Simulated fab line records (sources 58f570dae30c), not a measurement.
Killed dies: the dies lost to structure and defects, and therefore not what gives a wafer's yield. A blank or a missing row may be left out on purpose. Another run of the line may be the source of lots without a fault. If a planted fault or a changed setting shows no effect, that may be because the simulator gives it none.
Which of the tools did it? :: flow berkeley-cmos170 :: 21 wafers from 7 lots sampled at 2 of the route's 331 steps

== WHAT THE GAUGES READ, wafer by wafer ==
UCB170_ACTIVE_THK_MEAS_03.
lot: L304
measured: day 5 04:42
on: film-metro-02
ACTIVE_OXIDE_THK (nm): 26.1 26.2 26.2

lot: L307
measured: day 5 04:38
on: film-metro-02
ACTIVE_OXIDE_THK (nm): 26.3 26.2 26.4

lot: L309
measured: day 5 11:59
on: film-metro-01
ACTIVE_OXIDE_THK (nm): 25.6 25.9 25.4

lot: L311
measured: day 6 03:19
on: film-metro-02
ACTIVE_OXIDE_THK (nm): 25.9 25.7 26.1

lot: L314
measured: day 6 18:55
on: film-metro-01
ACTIVE_OXIDE_THK (nm): 26.7 26.8 26.7

lot: L318
measured: day 7 07:17
on: film-metro-01
ACTIVE_OXIDE_THK (nm): 26.8 26.5 26.5

lot: L324
measured: day 8 06:52
on: film-metro-04
ACTIVE_OXIDE_THK (nm): 26.8 27.0 27.1

== TOOL THAT RAN EACH LOT (tool first, then ch and the chambers of the sampled wafers, then the start) ==
lot: L304
UCB170_ZERO_ETCH_06: rie-diel-04 ch 0,1,2, day 2 14:36

lot: L307
UCB170_ZERO_ETCH_06: rie-diel-04 ch 0,2,3, day 3 01:13

lot: L309
UCB170_ZERO_ETCH_06: rie-diel-04 ch 0,1, day 3 12:37

lot: L311
UCB170_ZERO_ETCH_06: rie-diel-02 ch 1,2, day 3 18:50

lot: L314
UCB170_ZERO_ETCH_06: rie-diel-01 ch 0,2,3, day 4 22:17

lot: L318
UCB170_ZERO_ETCH_06: rie-diel-02 ch 1,2,3, day 5 07:08

lot: L324
UCB170_ZERO_ETCH_06: rie-diel-01 ch 0,2,3, day 6 12:31
- UCB170_ZERO_ETCH_06: etches SiO2 in CHF3/CF4/Ar, time 12 s.

== THE ANSWER, worked out from the rows above alone ==
Rule: usual is defined by the lots themselves. The widest of any qualifying gaps counts: lots, ordered by their means at a reading, are off when they make up no more than a third of the lots, leave a main group of 4 or more, and stand apart from it by 3 or more times the standard deviation of that group's means. A main group whose means are all the same, to the digits that the tables above print for the reading, isn't used. A lot without any number at a reading at which 4 lots or more have one is off too. Any other lot the step has rows for is counted as sound.
No lot is off at any reading shown: from this, nothing can be told.

== WHAT THE SIMULATOR HAD PUT IN ==
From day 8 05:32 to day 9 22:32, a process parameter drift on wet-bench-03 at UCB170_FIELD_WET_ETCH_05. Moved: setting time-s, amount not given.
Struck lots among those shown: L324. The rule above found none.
